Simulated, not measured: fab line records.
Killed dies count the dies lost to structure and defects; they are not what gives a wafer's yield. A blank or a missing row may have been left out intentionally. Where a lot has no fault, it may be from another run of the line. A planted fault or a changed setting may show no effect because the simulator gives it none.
fab line records + flow berkeley-cmos170
record:
- lots: 15
- wafers: 45
- last-day: 11
route steps=331 shown SPACER@174 BACKSIDE@202 SDANNEAL@205 SILICIDE@215
lots untouched by any fault: they come from a run of this same line in which no faults occurred
start-h: hours from the record's first day to the start of the lot's first wafer shown + wait-h: hours since the lot's step before + " identical to the entry in the row above + L1.1+2: a row that stands for several wafers + - value missing, or start not given + * or withheld: withheld + < > ~ a bound
route shown NAME@n: names a module that has steps shown in the file, with the first one's number in the route + usual: mean and standard deviation over wafers with no fault + same: alike in all rows + chamber/n: place in a boat + sites: per-site readings + _std_site: their standard deviation + _edge_site: mean of outer sites minus mean of inner sites + radius-mm: for every site, how far away it sits from the centre of the wafer + mask NAME#n: copy n + behind: the tool/chamber that last shaped the wafer + hold: cause of the lot's hold/its duration in hours/its outcome + device: the transistor (n, p or np) that didn't switch + end of line: the route-end tests of the same wafers + step lacking rows: just its recipe + killed: the dies lost at the first sort to structure and to defects; this is not the yield of the wafer + map: dies across one wafer; x = killed, . = not, _ = none there
set.NAME: setting as actually run; set.NAME@STEP: the setting as run at that earlier step + model.NAME: the simulator's own value behind a step, which no gauge read
the route's steps for a sample of lots (tables are steps, rows are wafers)
services: from which hour (start-h, from the record's first day; less than 0 if before it) a tool's chamber was out of use, for how many hours, and why
== steps ==
step: UCB170_SPACER_ETCHBACK_03
recipe:
- stop-on: Si
- target: SiO2
- chemistry: CHF3/CF4/Ar
- CHF3_flow_sccm: 50
- cf4-flow-sccm: 10
- Ar_flow_sccm: 120
- pressure-mtorr: 200
- rf-w: 500
- target-depth-a: 3760
- time-s: 100
usual:
- drypump-motor-current-A: 5.8/0.32
- oes-product-au: 0.903/0.017
- rf-fwd-power-W: 497.2/1.6
- throttle-valve-pct: 6.45/0.13
| lot.wafer | tool        | chamber | start-h | wait-h | drypump-motor-current-A | oes-product-au | rf-fwd-power-W | rf-hours-counter-h | throttle-valve-pct |
|-----------|-------------|---------|---------|--------|-------------------------|----------------|----------------|--------------------|--------------------|
| L362.1    | rie-diel-01 | 1       | 140.00  | 0.0    | 5.5                     | 0.906          | 501.4          | 10                 | 6.38               |
| L362.4    | "           | 3       | "       | "      | 6.1                     | 0.922          | 496.3          | 2                  | 6.70               |
| L362.5    | "           | 0       | "       | "      | 5.3                     | 0.905          | 499.5          | -                  | 6.61               |
| L363.2    | rie-diel-01 | 2       | 150.62  | 0.0    | 5.8                     | 0.893          | 497.7          | 154                | 6.25               |
| L363.5    | "           | 2       | "       | "      | 5.8                     | 0.893          | 499.7          | -                  | 6.27               |
| L363.6    | "           | 1       | "       | "      | 5.5                     | 0.908          | 497.3          | -                  | 6.38               |
| L364.1    | rie-diel-04 | 2       | 160.07  | 0.0    | 5.9                     | 0.900          | 496.2          | 10                 | 6.58               |
| L364.4    | "           | 1       | "       | "      | 5.7                     | 0.899          | 498.1          | 93                 | 6.53               |
| L364.5    | "           | 2       | "       | "      | 6.0                     | 0.911          | 495.6          | -                  | 6.58               |
| L365.3    | rie-diel-01 | 0       | 160.07  | 0.0    | 5.3                     | 0.898          | 496.9          | 54                 | 6.62               |
| L365.5    | "           | 1       | "       | "      | 5.5                     | 0.920          | 494.4          | -                  | 6.39               |
| L365.6    | "           | 0       | "       | "      | 5.2                     | 0.903          | 495.7          | -                  | 6.61               |
| L366.1    | rie-diel-02 | 1       | 166.92  | 0.0    | 5.7                     | 0.872          | 496.8          | 10                 | 6.34               |
| L366.2    | "           | 3       | "       | "      | 5.6                     | 0.912          | 496.0          | 69                 | 6.40               |
| L366.3    | "           | 2       | "       | "      | 5.8                     | 0.878          | 497.5          | 19                 | 6.45               |
| L367.1    | rie-diel-01 | 3       | 178.46  | 0.0    | 6.1                     | 0.917          | 494.4          | 4                  | 6.69               |
| L367.2    | "           | 1       | "       | "      | 5.5                     | 0.904          | 500.3          | 12                 | 6.38               |
| L367.4    | "           | 1       | "       | "      | 5.5                     | 0.929          | 496.9          | -                  | 6.39               |
| L374.1    | rie-diel-04 | 3       | 203.33  | 0.0    | 6.5                     | 0.875          | 502.4          | 3                  | 6.27               |
| L374.4    | "           | 0       | "       | "      | 5.6                     | 0.893          | 495.8          | 56                 | 6.38               |
| L374.5    | "           | 3       | "       | "      | 6.5                     | 0.886          | 502.5          | -                  | 6.27               |
| L375.1    | rie-diel-01 | 2       | 203.33  | 0.0    | 5.9                     | 0.899          | 496.3          | 1                  | 6.25               |
| L375.4    | "           | 0       | "       | "      | 5.2                     | 0.905          | 497.5          | 56                 | 6.61               |
| L375.5    | "           | 2       | "       | "      | 5.9                     | 0.915          | 500.6          | -                  | 6.27               |
| L376.1    | rie-diel-04 | 1       | 214.97  | 0.0    | 5.8                     | 0.897          | 497.7          | 95                 | 6.52               |
| L376.2    | "           | 3       | "       | "      | 6.5                     | 0.867          | 496.8          | 3                  | 6.25               |
| L376.3    | "           | 0       | "       | "      | 5.6                     | 0.909          | 497.5          | 56                 | 6.38               |
| L379.1    | rie-diel-04 | 0       | 221.44  | 0.0    | 5.6                     | 0.895          | 500.0          | 57                 | 6.38               |
| L379.4    | "           | 1       | "       | "      | 5.7                     | 0.922          | 497.7          | 95                 | 6.52               |
| L379.5    | "           | 0       | "       | "      | 5.6                     | 0.892          | 500.4          | -                  | 6.40               |
| L381.1    | rie-diel-04 | 2       | 239.77  | 0.0    | 5.9                     | 0.914          | 494.0          | 13                 | 6.57               |
| L381.2    | "           | 3       | "       | "      | 6.4                     | 0.869          | 497.5          | 5                  | 6.26               |
| L381.4    | "           | 0       | "       | "      | 5.6                     | 0.887          | 497.5          | 58                 | 6.37               |
| L383.1    | rie-diel-01 | 3       | 239.77  | 0.0    | 6.1                     | 0.915          | 497.1          | 6                  | 6.71               |
| L383.4    | "           | 0       | "       | "      | 5.2                     | 0.902          | 499.2          | -                  | 6.62               |
| L383.6    | "           | 3       | "       | "      | 6.1                     | 0.933          | 496.3          | -                  | 6.67               |
| L384.2    | rie-diel-02 | 1       | 239.77  | 0.0    | 5.7                     | 0.892          | 497.9          | 15                 | 6.35               |
| L384.3    | "           | 3       | "       | "      | 5.6                     | 0.906          | 494.9          | 73                 | 6.40               |
| L384.4    | "           | 2       | "       | "      | 5.7                     | 0.885          | 497.0          | 23                 | 6.42               |
| L380.2    | rie-diel-01 | 0       | 239.84  | 0.1    | 5.2                     | 0.893          | 498.7          | 58                 | 6.62               |
| L380.3    | "           | 1       | "       | "      | 5.5                     | 0.914          | 497.5          | 14                 | 6.40               |
| L380.6    | "           | 0       | "       | "      | 5.2                     | 0.907          | 499.6          | -                  | 6.62               |
| L382.1    | rie-diel-02 | 1       | 239.84  | 0.1    | 5.7                     | 0.885          | 497.4          | 15                 | 6.34               |
| L382.3    | "           | 3       | "       | "      | 5.6                     | 0.909          | 495.4          | 73                 | 6.41               |
| L382.5    | "           | 3       | "       | "      | 5.6                     | 0.921          | 496.5          | -                  | 6.40               |
step: UCB170_BACKSIDE_STRIP_03
recipe:
- chemistry: O2
- power-w: 400
- pressure-mtorr: 3500
- platen-temp-c: withheld
- o2-flow-sccm: 400
- overash-fraction: 0.5
usual:
- drypump-motor-current-A: 5.8/0.4
- oes-product-au: 0.734/0.0046
- strip-time-to-endpoint-s: 21.94/0.066
| lot.wafer | tool            | chamber | start-h | wait-h | drypump-motor-current-A | oes-product-au | rf-hours-counter-h | strip-time-to-endpoint-s |
|-----------|-----------------|---------|---------|--------|-------------------------|----------------|--------------------|--------------------------|
| L362.1    | plasma-asher-01 | 1       | 144.02  | 0.1    | 5.7                     | 0.730          | 45                 | 21.90                    |
| L362.4    | "               | 1       | "       | "      | 5.8                     | 0.735          | -                  | 21.96                    |
| L362.5    | "               | 1       | "       | "      | 5.7                     | 0.738          | -                  | 21.90                    |
| L363.2    | plasma-asher-04 | 1       | 156.16  | 0.1    | 5.4                     | 0.729          | 38                 | 21.96                    |
| L363.5    | "               | 1       | "       | "      | 5.4                     | 0.725          | -                  | 21.94                    |
| L363.6    | "               | 0       | "       | "      | 5.3                     | 0.733          | -                  | 21.93                    |
| L364.1    | plasma-asher-03 | 0       | 165.24  | 0.1    | 6.3                     | 0.727          | 5                  | 22.06                    |
| L364.4    | "               | 1       | "       | "      | 6.1                     | 0.735          | -                  | 22.05                    |
| L364.5    | "               | 1       | "       | "      | 6.0                     | 0.735          | -                  | 22.06                    |
| L365.3    | plasma-asher-04 | 0       | 165.73  | 0.1    | 5.3                     | 0.739          | -                  | 21.96                    |
| L365.5    | "               | 1       | "       | "      | 5.4                     | 0.736          | -                  | 21.85                    |
| L365.6    | "               | 0       | "       | "      | 5.3                     | 0.742          | -                  | 21.96                    |
| L366.1    | plasma-asher-03 | 0       | 172.52  | 0.1    | 6.2                     | 0.735          | 6                  | 21.97                    |
| L366.2    | "               | 1       | "       | "      | 6.0                     | 0.731          | 6                  | 21.96                    |
| L366.3    | "               | 0       | "       | "      | 6.2                     | 0.731          | -                  | 22.00                    |
| L367.1    | plasma-asher-03 | 1       | 184.15  | 0.1    | 6.1                     | 0.730          | 7                  | 21.95                    |
| L367.2    | "               | 0       | "       | "      | 6.2                     | 0.734          | 7                  | 21.95                    |
| L367.4    | "               | 0       | "       | "      | 6.2                     | 0.734          | -                  | 21.87                    |
| L374.1    | plasma-asher-04 | 1       | 208.51  | 0.1    | 5.4                     | 0.734          | 44                 | 21.98                    |
| L374.4    | "               | 0       | "       | "      | 5.3                     | 0.741          | -                  | 21.92                    |
| L374.5    | "               | 1       | "       | "      | 5.4                     | 0.731          | -                  | 22.05                    |
| L375.1    | plasma-asher-03 | 0       | 208.51  | 0.1    | 6.3                     | 0.737          | 10                 | 21.96                    |
| L375.4    | "               | 1       | "       | "      | 6.1                     | 0.719          | -                  | 21.90                    |
| L375.5    | "               | 0       | "       | "      | 6.3                     | 0.737          | -                  | 21.96                    |
| L376.1    | plasma-asher-03 | 1       | 221.05  | 0.1    | 6.0                     | 0.729          | 11                 | 21.98                    |
| L376.2    | "               | 0       | "       | "      | 6.2                     | 0.736          | 11                 | 21.93                    |
| L376.3    | "               | 0       | "       | "      | 6.3                     | 0.740          | -                  | 21.98                    |
| L379.1    | plasma-asher-01 | 1       | 225.49  | 0.1    | 5.8                     | 0.735          | 55                 | 21.89                    |
| L379.4    | "               | 1       | "       | "      | 5.8                     | 0.739          | -                  | 21.81                    |
| L379.5    | "               | 0       | "       | "      | 6.3                     | 0.731          | -                  | 21.80                    |
| L383.1    | plasma-asher-04 | 1       | 243.95  | 0.1    | 5.4                     | 0.733          | 49                 | 21.96                    |
| L383.4    | "               | 0       | "       | "      | 5.3                     | 0.733          | -                  | 21.93                    |
| L383.6    | "               | 0       | "       | "      | 5.3                     | 0.732          | -                  | 22.00                    |
| L381.1    | plasma-asher-01 | 1       | 244.58  | 0.1    | 5.8                     | 0.741          | 56                 | 21.86                    |
| L381.2    | "               | 0       | "       | "      | 6.3                     | 0.736          | 56                 | 21.93                    |
| L381.4    | "               | 1       | "       | "      | 5.8                     | 0.734          | -                  | 21.88                    |
| L384.2    | plasma-asher-04 | 1       | 244.66  | 0.1    | 5.4                     | 0.740          | 49                 | 22.06                    |
| L384.3    | "               | 0       | "       | "      | 5.3                     | 0.737          | -                  | 22.03                    |
| L384.4    | "               | 1       | "       | "      | 5.4                     | 0.737          | -                  | 22.06                    |
| L380.2    | plasma-asher-01 | 0       | 245.03  | 0.1    | 6.3                     | 0.726          | 57                 | 21.93                    |
| L380.3    | "               | 0       | "       | "      | 6.3                     | 0.728          | -                  | 21.89                    |
| L380.6    | "               | 1       | "       | "      | 5.8                     | 0.736          | -                  | 21.88                    |
| L382.1    | plasma-asher-03 | 0       | 245.13  | 0.1    | 6.2                     | 0.726          | 15                 | 21.96                    |
| L382.3    | "               | 0       | "       | "      | 6.2                     | 0.743          | -                  | 21.94                    |
| L382.5    | "               | 1       | "       | "      | 6.0                     | 0.733          | -                  | 21.90                    |
step: UCB170_SDANNEAL_RTA_01
recipe:
- temp-c: 1050
- time-s: 5
- ambient: N2
usual:
- lamp-power-pct: 44/4.6
- wafer_temp_C_max: 1055.2/1.7
| lot.wafer | tool          | chamber | start-h | wait-h | lamp-power-pct | wafer_temp_C_max |
|-----------|---------------|---------|---------|--------|----------------|------------------|
| L362.1    | rtp-anneal-01 | 0       | 145.65  | 0.1    | 39             | 1055.5           |
| L362.4    | "             | 0       | "       | "      | 39             | 1055.5           |
| L362.5    | "             | 0       | "       | "      | 39             | 1054.3           |
| L363.2    | rtp-anneal-02 | 0       | 156.51  | 0.1    | 48             | 1056.1           |
| L363.5    | "             | 0       | "       | "      | 48             | 1055.5           |
| L363.6    | "             | 0       | "       | "      | 48             | 1057.9           |
| L364.1    | rtp-anneal-01 | 0       | 165.58  | 0.1    | 39             | 1052.2           |
| L364.4    | "             | 0       | "       | "      | 39             | 1053.4           |
| L364.5    | "             | 0       | "       | "      | 39             | 1052.7           |
| L365.3    | rtp-anneal-02 | 0       | 166.05  | 0.1    | 48             | 1058.4           |
| L365.5    | "             | 0       | "       | "      | 48             | 1056.7           |
| L365.6    | "             | 0       | "       | "      | 48             | 1055.4           |
| L366.1    | rtp-anneal-01 | 0       | 172.87  | 0.1    | 39             | 1053.1           |
| L366.2    | "             | 0       | "       | "      | 39             | 1054.4           |
| L366.3    | "             | 0       | "       | "      | 39             | 1054.7           |
| L367.1    | rtp-anneal-01 | 0       | 184.76  | 0.1    | 39             | 1054.1           |
| L367.2    | "             | 0       | "       | "      | 39             | 1054.5           |
| L367.4    | "             | 0       | "       | "      | 39             | 1053.4           |
| L374.1    | rtp-anneal-02 | 0       | 209.04  | 0.1    | 48             | 1056.9           |
| L374.4    | "             | 0       | "       | "      | 48             | 1055.5           |
| L374.5    | "             | 0       | "       | "      | 48             | 1057.9           |
| L375.1    | rtp-anneal-01 | 0       | 209.04  | 0.1    | 39             | 1053.8           |
| L375.4    | "             | 0       | "       | "      | 39             | 1054.2           |
| L375.5    | "             | 0       | "       | "      | 39             | 1054.2           |
| L376.1    | rtp-anneal-02 | 0       | 221.43  | 0.1    | 48             | 1055.0           |
| L376.2    | "             | 0       | "       | "      | 48             | 1057.7           |
| L376.3    | "             | 0       | "       | "      | 48             | 1056.6           |
| L379.1    | rtp-anneal-01 | 0       | 226.19  | 0.1    | 39             | 1052.7           |
| L379.4    | "             | 0       | "       | "      | 39             | 1052.6           |
| L379.5    | "             | 0       | "       | "      | 39             | 1054.5           |
| L383.1    | rtp-anneal-02 | 0       | 244.31  | 0.1    | 48             | 1058.3           |
| L383.4    | "             | 0       | "       | "      | 48             | 1056.9           |
| L383.6    | "             | 0       | "       | "      | 48             | 1056.5           |
| L381.1    | rtp-anneal-01 | 0       | 244.92  | 0.1    | 39             | 1054.5           |
| L381.2    | "             | 0       | "       | "      | 39             | 1053.9           |
| L381.4    | "             | 0       | "       | "      | 39             | 1054.0           |
| L384.2    | rtp-anneal-02 | 0       | 245.10  | 0.1    | 48             | 1055.6           |
| L384.3    | "             | 0       | "       | "      | 48             | 1056.1           |
| L384.4    | "             | 0       | "       | "      | 48             | 1056.6           |
| L380.2    | rtp-anneal-02 | 0       | 245.38  | 0.1    | 48             | 1056.7           |
| L380.3    | "             | 0       | "       | "      | 48             | 1057.1           |
| L380.6    | "             | 0       | "       | "      | 48             | 1057.9           |
| L382.1    | rtp-anneal-01 | 0       | 245.49  | 0.1    | 39             | 1053.8           |
| L382.3    | "             | 0       | "       | "      | 39             | 1053.8           |
| L382.5    | "             | 0       | "       | "      | 39             | 1055.1           |
step: UCB170_SILICIDE_WET_ETCH_05
recipe:
- chemistry: SPM
- time-s: 45
- temp-c: 120
- target: Ti
usual:
- bath-guard-temp-C: 119.8/0.47
- bath-heat-duty-pct: 13.5/1.3
| lot.wafer | tool         | chamber | start-h | wait-h | bath-guard-temp-C | bath-heat-duty-pct |
|-----------|--------------|---------|---------|--------|-------------------|--------------------|
| L362.1    | wet-bench-01 | 3       | 146.54  | 0.1    | 120.3             | 12.3               |
| L362.4    | "            | 3       | "       | "      | 120.6             | 13.8               |
| L362.5    | "            | 3       | "       | "      | 120.1             | 13.1               |
| L363.2    | wet-bench-02 | 2       | 157.39  | 0.1    | 120.1             | 15.5               |
| L363.5    | "            | 2       | "       | "      | 120.0             | 14.6               |
| L363.6    | "            | 2       | "       | "      | 120.1             | 13.9               |
| L364.1    | wet-bench-01 | 1       | 166.60  | 0.2    | 119.6             | 12.7               |
| L364.4    | "            | 1       | "       | "      | 119.5             | 12.1               |
| L364.5    | "            | 1       | "       | "      | 119.4             | 11.2               |
| L365.3    | wet-bench-01 | 0       | 166.92  | 0.0    | -                 | -                  |
| L365.5    | "            | 0       | "       | "      | -                 | -                  |
| L365.6    | "            | 0       | "       | "      | -                 | -                  |
| L366.1    | wet-bench-02 | 3       | 173.76  | 0.1    | -                 | -                  |
| L366.2    | "            | 3       | "       | "      | -                 | -                  |
| L366.3    | "            | 3       | "       | "      | -                 | -                  |
| L367.1    | wet-bench-02 | 0       | 185.65  | 0.1    | -                 | -                  |
| L367.2    | "            | 0       | "       | "      | -                 | -                  |
| L367.4    | "            | 0       | "       | "      | -                 | -                  |
| L374.1    | wet-bench-01 | 2       | 209.93  | 0.1    | 120.3             | 14.5               |
| L374.4    | "            | 2       | "       | "      | 119.8             | 12.6               |
| L374.5    | "            | 2       | "       | "      | 119.7             | 13.6               |
| L375.1    | wet-bench-01 | 1       | 209.93  | 0.1    | 119.2             | 12.8               |
| L375.4    | "            | 1       | "       | "      | 119.3             | 11.6               |
| L375.5    | "            | 1       | "       | "      | 119.5             | 11.3               |
| L376.1    | wet-bench-01 | 2       | 222.37  | 0.1    | 119.8             | 15.5               |
| L376.2    | "            | 2       | "       | "      | 119.4             | 14.6               |
| L376.3    | "            | 2       | "       | "      | 119.8             | 13.5               |
| L379.1    | wet-bench-02 | 1       | 227.15  | 0.1    | 119.4             | 12.7               |
| L379.4    | "            | 1       | "       | "      | 119.1             | 13.4               |
| L379.5    | "            | 1       | "       | "      | 119.5             | 12.3               |
| L383.1    | wet-bench-02 | 2       | 245.20  | 0.1    | 119.9             | 15.1               |
| L383.4    | "            | 2       | "       | "      | 120.2             | 14.6               |
| L383.6    | "            | 2       | "       | "      | 120.2             | 14.5               |
| L381.1    | wet-bench-01 | 3       | 245.81  | 0.1    | 120.7             | 12.4               |
| L381.2    | "            | 3       | "       | "      | 120.4             | 12.5               |
| L381.4    | "            | 3       | "       | "      | 120.2             | 14.0               |
| L384.2    | wet-bench-02 | 2       | 245.99  | 0.1    | 120.0             | 15.1               |
| L384.3    | "            | 2       | "       | "      | 120.2             | 14.5               |
| L384.4    | "            | 2       | "       | "      | 119.6             | 13.5               |
| L380.2    | wet-bench-02 | 1       | 246.26  | 0.1    | 119.4             | 14.0               |
| L380.3    | "            | 1       | "       | "      | 119.1             | 13.2               |
| L380.6    | "            | 1       | "       | "      | 119.3             | 11.7               |
| L382.1    | wet-bench-01 | 0       | 246.38  | 0.1    | 120.2             | 16.7               |
| L382.3    | "            | 0       | "       | "      | 120.4             | 15.0               |
| L382.5    | "            | 0       | "       | "      | 120.4             | 14.6               |
== services ==
| tool            | chamber | start-h | hours | kind           |
|-----------------|---------|---------|-------|----------------|
| plasma-asher-03 | 0       | 117.75  | -     | clean          |
| plasma-asher-03 | 1       | 117.75  | -     | clean          |
| rie-diel-02     | 0       | 121.29  | 13.2  | repair         |
| rie-diel-04     | 2       | 142.95  | 1.4   | repair         |
| rie-diel-01     | 2       | 160.21  | -     | clean          |
| rie-diel-01     | 2       | 160.21  | 18.3  | scheduled-down |
| rie-diel-01     | 2       | 160.21  | 18.3  | vent-cycle     |
| rie-diel-02     | 0       | 180.42  | 9.3   | repair         |
| rie-diel-02     | 0       | 202.64  | 1.3   | repair         |
| rie-diel-01     | -       | 216.77  | 14.6  | pm             |
| rie-diel-01     | 2       | 232.90  | 12.3  | repair         |
| rie-diel-02     | 2       | 233.91  | 2.1   | repair         |
| rie-diel-02     | 1       | 235.18  | 3.6   | repair         |
| plasma-asher-01 | -       | 235.89  | 4.4   | repair         |
| rie-diel-02     | -       | 238.27  | 0.1   | repair         |
== key ==
first-sign:
- step: UCB170_SILICIDE_WET_ETCH_05
- reading: tool-record
- direction: missing
effect none on later readings
met-at UCB170_SILICIDE_WET_ETCH_05
struck-lots L365,L366,L367
later-rows-left-out L365.3,L365.5,L365.6,L366.1,L366.2,L366.3,L367.1,L367.2,L367.4
sort-left-out L365.3,L365.5,L365.6,L366.1,L366.2,L366.3,L367.1,L367.2,L367.4
tester-left-out L365,L366,L367
not-acting-at UCB170_SPACER_ETCHBACK_03,UCB170_BACKSIDE_STRIP_03,UCB170_SDANNEAL_RTA_01
onset-between 166.60 166.92
fault:
- kind: skipped-step-whole
- tool: wet-bench-01,wet-bench-02
- chamber: -
- onset-h: 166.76
- steps: UCB170_SILICIDE_WET_ETCH_05
- scope: struck-lots-only
tester-left-out: of these lots the tester's yield and bins aren't shown, on N5 and GAA mostly nor the transistor test; their killed dies are dies lost to structure and defects alone, not to doping, threshold or leakage, so they don't give the yield
sort-left-out: the simulated sort isn't trusted on such a fault, so these wafers' sort isn't shown, and their yield isn't known
later-rows-left-out: the simulator's readings of these wafers behind a module that went badly wrong aren't trusted and aren't shown, but for the sort
